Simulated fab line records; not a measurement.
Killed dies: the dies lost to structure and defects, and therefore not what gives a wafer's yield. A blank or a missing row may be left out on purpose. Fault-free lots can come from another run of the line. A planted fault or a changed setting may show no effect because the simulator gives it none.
Matching of chambers :: flow berkeley cmos170 :: UCB170_GATE_CLEAN_17 on wet bench-03: 3 sister chambers
The step cleans in SPM, time 600 s. 16 wafers are shown with their chamber, then 2 later ones without.

== WAFERS, EACH WITH ITS CHAMBER ==
wafer: L831.1
chamber: 1
bath heat duty pct (%): 14.9
bath guard temp C (C): 120.08

wafer: L831.3
chamber: 1
bath heat duty pct (%): 15.2
bath guard temp C (C): 120.07

wafer: L831.4
chamber: 1
bath heat duty pct (%): 15.4
bath guard temp C (C): 120.18

wafer: L829.1
chamber: 0
bath heat duty pct (%): 13.5
bath guard temp C (C): 119.87

wafer: L829.2
chamber: 0
bath heat duty pct (%): 13.9
bath guard temp C (C): 119.80

wafer: L829.3
chamber: 0
bath heat duty pct (%): 13.1
bath guard temp C (C): 119.89

wafer: L836.2
chamber: 2
bath heat duty pct (%): 12.0
bath guard temp C (C): 120.29

wafer: L836.3
chamber: 2
bath heat duty pct (%): 13.0
bath guard temp C (C): 119.97

wafer: L836.6
chamber: 2
bath heat duty pct (%): 12.3
bath guard temp C (C): 120.03

wafer: L846.2
chamber: 1
bath heat duty pct (%): 15.6
bath guard temp C (C): 120.22

wafer: L846.4
chamber: 1
bath heat duty pct (%): 15.2
bath guard temp C (C): 119.98

wafer: L846.5
chamber: 1
bath heat duty pct (%): 16.0
bath guard temp C (C): 120.27

wafer: L844.2
chamber: 2
bath heat duty pct (%): 12.9
bath guard temp C (C): 120.24

wafer: L844.3
chamber: 2
bath heat duty pct (%): 13.4
bath guard temp C (C): 120.34

wafer: L844.5
chamber: 2
bath heat duty pct (%): 11.6
bath guard temp C (C): 120.24

wafer: L847.1
chamber: 1
bath heat duty pct (%): 16.4
bath guard temp C (C): 120.07

SIGNATURES (averages over the wafers above)
reading: bath heat duty pct
chamber 0: 13.500
chamber 1: 15.529
chamber 2: 12.533
scatter within a chamber: 0.572

reading: bath guard temp C
chamber 0: 119.8533
chamber 1: 120.1243
chamber 2: 120.1850
scatter within a chamber: 0.117
Rule: distance of a wafer from a chamber = root of the sum over the readings of ((wafer's reading minus chamber's mean) / reading's scatter) squared. If the next closest chamber is less than 2 further off than the closest, the wafer can't be placed; otherwise it belongs to the closest. How the scatter is found: for the shown wafers, subtract from each reading the mean of its chamber, square and add these, divide the total by (wafers less chambers), then take the root.

== WAFERS MISSING THEIR CHAMBER ==
wafer: L847.3
bath heat duty pct (%): 14.1
bath guard temp C (C): 120.34

wafer: L847.5
bath heat duty pct (%): 14.0
bath guard temp C (C): 120.06

== CHAMBER TAKEN BY EACH ==
wafer: L847.3
from the rows above: can't be placed: 2 or 1 or 0
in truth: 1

wafer: L847.5
from the rows above: can't be placed: 0 or 1 or 2
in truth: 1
Correctly placed: 0 of 2. Can't be placed from these rows: 2 (the true chamber is among the candidates in 2). Placed wrongly: 0.
